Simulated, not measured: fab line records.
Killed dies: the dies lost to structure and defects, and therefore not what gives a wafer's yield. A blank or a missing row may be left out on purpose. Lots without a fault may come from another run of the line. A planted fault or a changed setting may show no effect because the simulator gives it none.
Struck lot and sound lot, side by side    flow rit cmos    28 out of 202 route steps
Sound: the wafers L671.2, L671.4, L671.5. Struck: wafers L674.1, L674.4, L674.5. At the end, the cause is stated.
Order at every step that has rows: each side's tool, ch and its chambers, its first start. Under that, the readings that differ: sound wafers    struck wafers    difference of the means    sigmas: that difference in standard deviations of wafers without a fault.
alike: a reading whose means differ by less than 2 such deviations, as well as words and numbers matching on both sides. not compared: withheld readings; readings where some wafer has no value; bounds like >300 that might hide an equal value; numbers whose values overlap and for which the record gives no deviation.
Wherever a step has rows on one side only, a row that says differs or no value, or a row with sigmas, the two part there. Numbers that don't overlap but have no deviation are shown without sigmas and don't part them. Lack of a reading on every wafer of one side parts them only where that side has two or more wafers.

RIT_ACTIVE_BOW_MEAS_00:
  sound on film metro-04, day 2 06:01; struck on film metro-04, day 2 21:00
  alike: INCOMING_BOW
RIT_ACTIVE_OXIDATION_01: target thk 46.8 nm, ox time 3360 s.
  sound on furnace-04 ch 0, day 2 06:31; struck on furnace-04 ch 0, day 2 21:07
reading                                        sound                 struck                difference  sigmas
spike tc centre C (C)                          1004.3 1003.6 1003.7  1027.0 1028.0 1028.6  +24.0       +12
spike tc load C (C)                            1023.4 1025.8 1026.9  1051.3 1051.9 1052.7  +26.6       +10
spike tc source C (C)                          1021.9 1022.6 1024.1  1046.8 1046.7 1050.1  +25.0       +17
tube center temp C (C)                         999.92 1000 1000.2    1025.1 1025.1 1025.2  +25.1       +99 or more
tube_center_temp_C_max                         1002.7 1002.3 1003.1  1027.3 1027.6 1026.9  +24.6       +63
zone power load pct (%)                        33.8 33.8 33.5        36.7 36.2 35.8        +2.5        +5
model.SiO2_of_ACTIVE_OXIDATION_01.thk nm (nm)  47.49 47.31 47.95     59.91 59.8 60.06      +12.34      
RIT_ACTIVE_THK_MEAS_02:
  sound on film metro-03, day 2 08:28; struck on film metro-02, day 2 23:03
reading                sound           struck          difference  sigmas
ACTIVE_OXIDE_THK (nm)  47.5 47.3 47.9  59.9 59.8 60.0  +12.3       +13
then, 1 step without rows for these wafers: RIT_ACTIVE_CVD_03 (deposits Si3N4 from SiH2Cl2/NH3, target thk 150 nm, time 1500 s).
RIT_ACTIVE_THK_MEAS_04:
  sound on film metro-04, day 2 09:56; struck on film metro-04, day 3 01:55
  alike: ACTIVE_NITRIDE_THK
then, 6 steps without rows for these wafers: RIT_ACTIVE_HMDS_05 (prime time 60 s); RIT_ACTIVE_COAT_06 (resist thk 1000 nm); RIT_ACTIVE_SOFTBAKE_07 (time 60 s); RIT_ACTIVE_EXPOSE_08 (exposes mask M1, target cd 1400 nm); RIT_ACTIVE_PEB_09; RIT_ACTIVE_DEVELOP_10 (develop time 50 s).
RIT_ACTIVE_CD_MEAS_11 targets a cd of 1400 nm.
  sound on cd sem-01, day 2 10:59; struck on cd sem-02, day 3 02:55
  alike: cd nm
then, 1 step without rows for these wafers: RIT_ACTIVE_HARDBAKE_12 (time 60 s).
RIT_ACTIVE_ETCH_13: etches Si3N4 in SF6, stops on SiO2, time 210 s, target depth 210 nm.
  sound on rie diel-01 ch 1,3, day 2 11:14; struck on rie diel-02 ch 1,2,3, day 3 03:21
  alike: drypump motor current A, oes product au, throttle valve pct
  not compared: rf hours counter h
RIT_ACTIVE_STRIP_14: strips in O2, time 180 s.
  sound on plasma asher-02 ch 0,1, day 2 11:22; struck on plasma asher-02 ch 1, day 3 03:29
  alike: drypump motor current A
  not compared: rf hours counter h
RIT_ACTIVE_CD_MEAS_90 targets a cd of 1400 nm.
  sound on cd sem-02, day 2 11:34; struck on cd sem-02, day 3 03:40
  alike: cd nm
then, 4 steps without rows for these wafers: RIT_ACTIVE_CLEAN_15 (cleans in SC1, time 600 s); RIT_ACTIVE_CLEAN_16 (cleans in dHF, time 30 s); RIT_ACTIVE_CLEAN_17 (cleans in SC2, time 600 s); RIT_FOX1_OXIDATION_00 (target thk 350.7 nm, ox time 1130 s).
RIT_FOX1_THK_MEAS_01:
  sound on film metro-02, day 2 13:35; struck on film metro-01, day 3 05:28
  alike: FOX1_OXIDE_THK
then, 2 steps without rows for these wafers: RIT_FOX1_WET_ETCH_02 (etches SiO2 in BOE, target depth 350 nm, time 390 s); RIT_FOX2_OXIDATION_00 (target thk 350.7 nm, ox time 1130 s).
RIT_FOX2_THK_MEAS_01:
  sound on film metro-02, day 2 15:06; struck on film metro-02, day 3 09:39
  alike: FOX2_OXIDE_THK
then, 1 step without rows for these wafers: RIT_FOX2_CLEAN_02 (cleans in dHF, time 180 s).
RIT_FOX2_WET_ETCH_03: etches Si3N4 in H3PO4, target depth 195 nm, time 2700 s.
  sound on wet bench-01 ch 2, day 2 15:13; struck on wet bench-02 ch 0, day 3 09:46
reading                                        sound              struck             difference  sigmas
model.SiO2_of_ACTIVE_OXIDATION_01.thk nm (nm)  41.87 41.74 42.28  53.16 52.23 53.34  +10.95      
RIT_FOX2_THK_MEAS_90:
  sound on film metro-03, day 2 15:59; struck on film metro-01, day 3 10:32
  alike: FIELD_OXIDE_LEFT_1_THK
RIT_M1_PROBE_99:
  sound on prober-01, day 4 07:56; struck on prober-02, day 5 02:39
reading                              sound              struck             difference  sigmas
killed_at_M0_to_M3                   0 0 0              0 0 1              +0          +4
model.etest.pldd.width nm (nm)       3168 3175 3175     3034 3019 3010     -152        
model.etest.nldd.width nm (nm)       3162 3182 3180     3039 3020 3008     -152        
model.etest.pplus sal.width nm (nm)  3463 3443 3429     3361 3374 3375     -75         
model.etest.nplus sal.width nm (nm)  3439 3457 3435     3355 3379 3393     -68         
model.etest.nmos_0p3.r on ohm um     2163 2158 2127     2208 2235 2278     +91         
model.etest.nmos narrow.drive ua um  233 228.5 231.4    185.8 186.2 182.3  -46.2       
model.etest.pmos narrow.drive ua um  105.6 103.5 105.8  87 87.84 85.8      -18         
model.etest.nmos_0p3.drive ua um     232.7 229.9 231.1  212.2 214.6 212.8  -18.0       
  alike: killed at contacts, killed at front end, killed dies, killed open, killed short

== WHERE THEY PART ==
At RIT_ACTIVE_OXIDATION_01 first; at RIT_M1_PROBE_99 last (within this record only).

WHY: what the simulator had put in
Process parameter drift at RIT_ACTIVE_OXIDATION_01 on furnace-04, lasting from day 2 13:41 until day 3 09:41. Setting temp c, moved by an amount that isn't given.
